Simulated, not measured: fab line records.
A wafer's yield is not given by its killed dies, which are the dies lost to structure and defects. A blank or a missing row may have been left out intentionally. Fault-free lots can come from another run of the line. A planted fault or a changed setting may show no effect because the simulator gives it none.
fab line records + flow rit_cmos + part 2 of 2: steps 27 to 37 of 37
record
- lots=5
- wafers=15
- last_day=7
route steps=202 shown SDANNEAL@155 PSD@157 NSD@158 PLDD@159 NLDD@160 SILICIDE@161 CONTACT@168 M1@184
lots untouched by any fault: they come from a run of this same line in which no faults occurred
start_h: the number of hours between the record's first day and the start of the first shown wafer of the lot + wait_h: time in hours since the lot's previous step + " as in the row above + L1.1+2: a single row standing in for several wafers + - no value, or no start was given + * or withheld: withheld + < > ~ a bound
route shown NAME@n: names a module that has steps shown in the file, with the first one's number in the route + usual: the fault-free wafers' mean and standard deviation + same: alike in all rows + chamber/n: place in a boat + sites: each site's reading + _std_site: standard deviation of those values + _edge_site: the outer-site mean with the inner-site mean subtracted + radius_mm: for every site, how far away it sits from the centre of the wafer + mask NAME#n: copy n + behind: the most recent tool/chamber to have shaped the wafer + hold: the reason the lot was held/the length of the hold in hours/how it ended + device: names the non-switching transistor (n, p or np) + end of line: tests run on the same wafers once the route is complete + step lacking rows: just its recipe + killed: not the wafer's yield, but the dies lost to structure and defects at the first sort + map: a wafer's dies, x killed, . not, _ none there
set.NAME: the setting the step ran with; set.NAME@STEP: the setting that earlier step ran with + model.NAME: the simulator's own value behind a step, which no gauge read
lots at some steps of the route; a table a step, a row a wafer
services: a tool's chamber out of use, with start hour (start_h, from the record's first day; less than 0 if before it), hours out, and reason
## steps
# step RIT_CONTACT_CD_MEAS_90
# recipe
- target_cd_nm=1000
# usual
- cd_nm=1000.3/2.4
| lot.wafer | tool      | chamber | start_h | wait_h | cd_nm  |
|-----------|-----------|---------|---------|--------|--------|
| L075.1    | cd_sem-01 | -       | 66.93   | 0.1    | 997.9  |
| L075.3    | "         | -       | "       | "      | 997.1  |
| L075.4    | "         | -       | "       | "      | 998.6  |
| L085.3    | cd_sem-02 | -       | 117.70  | 0.1    | 995.5  |
| L085.4    | "         | -       | "       | "      | 998.1  |
| L085.6    | "         | -       | "       | "      | 998.0  |
| L090.3    | cd_sem-02 | -       | 138.86  | 0.1    | 1005.9 |
| L090.4    | "         | -       | "       | "      | 1003.2 |
| L090.5    | "         | -       | "       | "      | 1001.3 |
| L095.2    | cd_sem-02 | -       | 161.11  | 0.1    | 999.3  |
| L095.3    | "         | -       | "       | "      | 999.3  |
| L095.5    | "         | -       | "       | "      | 997.4  |
| L097.1    | cd_sem-02 | -       | 173.05  | 0.1    | 1003.3 |
| L097.5    | "         | -       | "       | "      | 1002.7 |
| L097.6    | "         | -       | "       | "      | 1002.4 |
# step RIT_CONTACT_CLEAN_13
# recipe
- chemistry=SC1
- mix=3:3:50
- time_s=600
- temp_c=75
| lot.wafer  | tool         | chamber | start_h | wait_h |
|------------|--------------|---------|---------|--------|
| L075.1+3+4 | wet_bench-03 | 0       | 67.05   | 0.1    |
| L085.3+4+6 | wet_bench-01 | 0       | 117.78  | 0.1    |
| L090.3+4+5 | wet_bench-04 | 2       | 138.94  | 0.1    |
| L095.2+3+5 | wet_bench-03 | 2       | 161.21  | 0.1    |
| L097.1+5+6 | wet_bench-01 | 1       | 173.17  | 0.1    |
# step RIT_CONTACT_CLEAN_14
# recipe
- chemistry=SC2
- mix=3:3:50
- time_s=600
- temp_c=75
- dry=n2_spin
| lot.wafer  | tool         | chamber | start_h | wait_h |
|------------|--------------|---------|---------|--------|
| L075.1+3+4 | wet_bench-03 | 1       | 67.24   | 0.0    |
| L085.3+4+6 | wet_bench-03 | 3       | 117.95  | 0.0    |
| L090.3+4+5 | wet_bench-03 | 1       | 139.11  | 0.0    |
| L095.2+3+5 | wet_bench-01 | 2       | 161.39  | 0.0    |
| L097.1+5+6 | wet_bench-04 | 1       | 173.34  | 0.0    |
# step RIT_M1_SPUTTER_00
# recipe
- material=Al
- target_thk_nm=400
- power_w=2000
- chamber_pressure_pa=0.4
- gas=Ar
- time_s=500
- substrate_temp_c=25
# usual
- throttle_valve_pct=30.0/1.1
| lot.wafer | tool           | chamber | start_h | wait_h | throttle_valve_pct |
|-----------|----------------|---------|---------|--------|--------------------|
| L075.1    | pvd_sputter-01 | -       | 67.43   | 0.0    | 30.8               |
| L075.3    | "              | -       | "       | "      | 29.7               |
| L075.4    | "              | -       | "       | "      | 29.6               |
| L085.3    | pvd_sputter-03 | -       | 118.13  | 0.0    | 32.4               |
| L085.4    | "              | -       | "       | "      | 29.4               |
| L085.6    | "              | -       | "       | "      | 29.1               |
| L090.3    | pvd_sputter-01 | -       | 139.29  | 0.0    | 29.6               |
| L090.4    | "              | -       | "       | "      | 30.4               |
| L090.5    | "              | -       | "       | "      | 29.7               |
| L095.2    | pvd_sputter-03 | -       | 161.58  | 0.0    | 28.7               |
| L095.3    | "              | -       | "       | "      | 28.9               |
| L095.5    | "              | -       | "       | "      | 32.3               |
| L097.1    | pvd_sputter-03 | -       | 173.52  | 0.0    | 28.8               |
| L097.5    | "              | -       | "       | "      | 29.2               |
| L097.6    | "              | -       | "       | "      | 28.8               |
# step RIT_M1_RS_MEAS_01
# recipe
- thk_meas_gauge=four-point-probe
- reads=Al_of_M1_SPUTTER_00
# usual
- M1_AL_RS=0.0734/0.00079
| lot.wafer | tool          | chamber | start_h | wait_h | M1_AL_RS[ohm/sq] |
|-----------|---------------|---------|---------|--------|------------------|
| L075.1    | film_metro-04 | -       | 67.73   | 0.1    | 0.0730           |
| L075.3    | "             | -       | "       | "      | 0.0738           |
| L075.4    | "             | -       | "       | "      | 0.0735           |
| L085.3    | film_metro-02 | -       | 118.46  | 0.2    | 0.0734           |
| L085.4    | "             | -       | "       | "      | 0.0724           |
| L085.6    | "             | -       | "       | "      | 0.0725           |
| L090.3    | film_metro-03 | -       | 139.92  | 0.3    | 0.0735           |
| L090.4    | "             | -       | "       | "      | 0.0732           |
| L090.5    | "             | -       | "       | "      | 0.0737           |
| L095.2    | film_metro-02 | -       | 161.89  | 0.2    | 0.0740           |
| L095.3    | "             | -       | "       | "      | 0.0730           |
| L095.5    | "             | -       | "       | "      | 0.0729           |
| L097.1    | film_metro-04 | -       | 173.81  | 0.1    | 0.0746           |
| L097.5    | "             | -       | "       | "      | 0.0733           |
| L097.6    | "             | -       | "       | "      | 0.0746           |
# step RIT_M1_THK_MEAS_02
# recipe
- thk_meas_gauge=xrf
- reads=Al_of_M1_SPUTTER_00
# usual
- M1_AL_THK=397/4.7
| lot.wafer | tool          | chamber | start_h | wait_h | M1_AL_THK[nm] |
|-----------|---------------|---------|---------|--------|---------------|
| L075.1    | film_metro-04 | -       | 67.85   | 0.1    | 400           |
| L075.3    | "             | -       | "       | "      | 392           |
| L075.4    | "             | -       | "       | "      | 397           |
| L085.3    | film_metro-02 | -       | 118.56  | 0.1    | 398           |
| L085.4    | "             | -       | "       | "      | 403           |
| L085.6    | "             | -       | "       | "      | 402           |
| L090.3    | film_metro-03 | -       | 140.02  | 0.1    | 398           |
| L090.4    | "             | -       | "       | "      | 399           |
| L090.5    | "             | -       | "       | "      | 399           |
| L095.2    | film_metro-02 | -       | 162.00  | 0.1    | 397           |
| L095.3    | "             | -       | "       | "      | 397           |
| L095.5    | "             | -       | "       | "      | 402           |
| L097.1    | film_metro-04 | -       | 173.93  | 0.1    | 386           |
| L097.5    | "             | -       | "       | "      | 393           |
| L097.6    | "             | -       | "       | "      | 387           |
# step RIT_M1_HMDS_03
# recipe
- prime_time_s=60
- prime_temp_c=140
# usual
- chill_plate_temp_C=23.02/0.1
| lot.wafer | tool           | chamber | start_h | wait_h | chill_plate_temp_C |
|-----------|----------------|---------|---------|--------|--------------------|
| L075.1    | litho_track-02 | 0       | 67.97   | 0.1    | 22.94              |
| L075.3    | "              | 0       | "       | "      | 22.92              |
| L075.4    | "              | 0       | "       | "      | 22.99              |
| L085.3    | litho_track-01 | 0       | 118.66  | 0.1    | 22.93              |
| L085.4    | "              | 0       | "       | "      | 23.01              |
| L085.6    | "              | 0       | "       | "      | 23.14              |
| L090.3    | litho_track-01 | 0       | 140.11  | 0.1    | 23.04              |
| L090.4    | "              | 0       | "       | "      | 23.18              |
| L090.5    | "              | 0       | "       | "      | 23.07              |
| L095.2    | litho_track-01 | 0       | 162.08  | 0.1    | 22.97              |
| L095.3    | "              | 0       | "       | "      | 23.00              |
| L095.5    | "              | 0       | "       | "      | 23.20              |
| L097.1    | litho_track-03 | 0       | 173.99  | 0.1    | 23.10              |
| L097.5    | "              | 0       | "       | "      | 22.99              |
| L097.6    | "              | 0       | "       | "      | 22.86              |
# step RIT_M1_COAT_04
# recipe
- resist=NOVOLAK
- spin_rpm=2000
- resist_thk_nm=1300
# usual
- chill_plate_temp_C=23.01/0.1
| lot.wafer | tool           | chamber | start_h | wait_h | chill_plate_temp_C |
|-----------|----------------|---------|---------|--------|--------------------|
| L075.1    | litho_track-02 | 0       | 68.12   | 0.1    | 22.87              |
| L075.3    | "              | 0       | "       | "      | 23.04              |
| L075.4    | "              | 0       | "       | "      | 22.83              |
| L085.3    | litho_track-01 | 0       | 118.81  | 0.1    | 23.05              |
| L085.4    | "              | 0       | "       | "      | 22.96              |
| L085.6    | "              | 0       | "       | "      | 22.92              |
| L090.3    | litho_track-01 | 0       | 140.26  | 0.1    | 23.07              |
| L090.4    | "              | 0       | "       | "      | 22.96              |
| L090.5    | "              | 0       | "       | "      | 22.99              |
| L095.2    | litho_track-01 | 0       | 162.23  | 0.1    | 22.80              |
| L095.3    | "              | 0       | "       | "      | 22.94              |
| L095.5    | "              | 0       | "       | "      | 23.22              |
| L097.1    | litho_track-03 | 0       | 174.14  | 0.1    | 22.87              |
| L097.5    | "              | 0       | "       | "      | 22.95              |
| L097.6    | "              | 0       | "       | "      | 22.99              |
# step RIT_M1_SOFTBAKE_05
# recipe
- resist=NOVOLAK
- temp_c=90
- time_s=60
# usual
- chill_plate_temp_C=22.99/0.11
| lot.wafer | tool           | chamber | start_h | wait_h | chill_plate_temp_C |
|-----------|----------------|---------|---------|--------|--------------------|
| L075.1    | litho_track-02 | 0       | 68.27   | 0.1    | 23.03              |
| L075.3    | "              | 0       | "       | "      | 22.94              |
| L075.4    | "              | 0       | "       | "      | 23.10              |
| L085.3    | litho_track-01 | 0       | 118.96  | 0.1    | 23.08              |
| L085.4    | "              | 0       | "       | "      | 22.97              |
| L085.6    | "              | 0       | "       | "      | 22.83              |
| L090.3    | litho_track-01 | 0       | 140.41  | 0.1    | 23.07              |
| L090.4    | "              | 0       | "       | "      | 23.10              |
| L090.5    | "              | 0       | "       | "      | 23.01              |
| L095.2    | litho_track-01 | 0       | 162.38  | 0.1    | 22.97              |
| L095.3    | "              | 0       | "       | "      | 22.82              |
| L095.5    | "              | 0       | "       | "      | 22.88              |
| L097.1    | litho_track-03 | 0       | 174.29  | 0.1    | 23.03              |
| L097.5    | "              | 0       | "       | "      | 22.95              |
| L097.6    | "              | 0       | "       | "      | 23.05              |
# step RIT_M1_EXPOSE_06
# recipe
- mask_id=M12
- na=0.6
- source_shape=conventional
- sigma_outer=0.5
- target_cd_nm=2600
- dose_mj=250
# usual
- stage_vel_mm_s=499.97/0.24
| lot.wafer | tool             | chamber | start_h | wait_h | mask  | stage_vel_mm_s |
|-----------|------------------|---------|---------|--------|-------|----------------|
| L075.1    | iline_stepper-01 | 0       | 68.55   | 0.2    | M12#0 | 500.11         |
| L075.3    | "                | 0       | "       | "      | M12#0 | 500.08         |
| L075.4    | "                | 0       | "       | "      | M12#0 | 499.95         |
| L085.3    | iline_stepper-02 | 0       | 119.10  | 0.1    | M12#0 | 500.03         |
| L085.4    | "                | 0       | "       | "      | M12#0 | 500.03         |
| L085.6    | "                | 0       | "       | "      | M12#0 | 500.85         |
| L090.3    | iline_stepper-01 | 0       | 140.55  | 0.1    | M12#0 | 500.22         |
| L090.4    | "                | 0       | "       | "      | M12#0 | 500.09         |
| L090.5    | "                | 0       | "       | "      | M12#0 | 499.76         |
| L095.2    | iline_stepper-01 | 0       | 162.52  | 0.1    | M12#0 | 499.83         |
| L095.3    | "                | 0       | "       | "      | M12#0 | 499.57         |
| L095.5    | "                | 0       | "       | "      | M12#0 | 499.87         |
| L097.1    | iline_stepper-01 | 0       | 174.44  | 0.1    | M12#0 | 499.46         |
| L097.5    | "                | 0       | "       | "      | M12#0 | 499.73         |
| L097.6    | "                | 0       | "       | "      | M12#0 | 499.51         |
# step RIT_M1_PEB_07
# recipe
- resist=NOVOLAK
- temp_c=withheld
- time_s=withheld
# usual
- chill_plate_temp_C=*
| lot.wafer | tool           | chamber | start_h | wait_h | chill_plate_temp_C |
|-----------|----------------|---------|---------|--------|--------------------|
| L075.1    | litho_track-02 | 0       | 68.74   | 0.2    | *                  |
| L075.3    | "              | 0       | "       | "      | *                  |
| L075.4    | "              | 0       | "       | "      | *                  |
| L085.3    | litho_track-01 | 0       | 119.23  | 0.1    | *                  |
| L085.4    | "              | 0       | "       | "      | *                  |
| L085.6    | "              | 0       | "       | "      | *                  |
| L090.3    | litho_track-01 | 0       | 140.68  | 0.1    | *                  |
| L090.4    | "              | 0       | "       | "      | *                  |
| L090.5    | "              | 0       | "       | "      | *                  |
| L095.2    | litho_track-01 | 0       | 162.65  | 0.1    | *                  |
| L095.3    | "              | 0       | "       | "      | *                  |
| L095.5    | "              | 0       | "       | "      | *                  |
| L097.1    | litho_track-02 | 0       | 174.56  | 0.1    | *                  |
| L097.5    | "              | 0       | "       | "      | *                  |
| L097.6    | "              | 0       | "       | "      | *                  |
## services
| tool             | chamber | start_h | hours | kind   |
|------------------|---------|---------|-------|--------|
| rie_diel-01      | 0       | 41.83   | 7.8   | repair |
| iline_stepper-01 | -       | 43.35   | 1.9   | repair |
| rie_diel-03      | 0       | 45.35   | 6.7   | repair |
| wet_bench-03     | -       | 57.75   | 1.9   | pm     |
| rie_diel-03      | 2       | 61.42   | 4.9   | repair |
| rtp_anneal-01    | -       | 63.63   | 1.9   | pm     |
| wet_bench-01     | -       | 64.67   | 2.7   | repair |
| rie_diel-01      | -       | 71.71   | 2.8   | pm     |
| rie_diel-03      | 3       | 84.93   | 2.0   | repair |
| pvd_sputter-01   | -       | 85.76   | 4.7   | repair |
| iline_stepper-01 | -       | 88.92   | 28.9  | pm     |
| pvd_sputter-02   | -       | 97.25   | 4.3   | repair |
| plasma_asher-03  | -       | 102.96  | 1.5   | repair |
| pecvd-01         | -       | 108.06  | 1.6   | repair |
| rie_diel-03      | 2       | 118.76  | 4.0   | repair |
| plasma_asher-02  | -       | 119.58  | 1.3   | repair |
| wet_bench-03     | -       | 121.45  | 1.7   | repair |
| pvd_sputter-01   | -       | 129.02  | 2.0   | repair |
| pecvd-01         | -       | 138.74  | 2.8   | pm     |
| rtp_anneal-01    | -       | 142.08  | 4.0   | pm     |
| rie_diel-01      | 2       | 144.27  | 6.5   | repair |
| wet_bench-03     | -       | 154.33  | 1.4   | repair |
| pvd_sputter-02   | -       | 162.20  | 8.2   | repair |
| plasma_asher-03  | -       | 171.07  | 0.5   | repair |
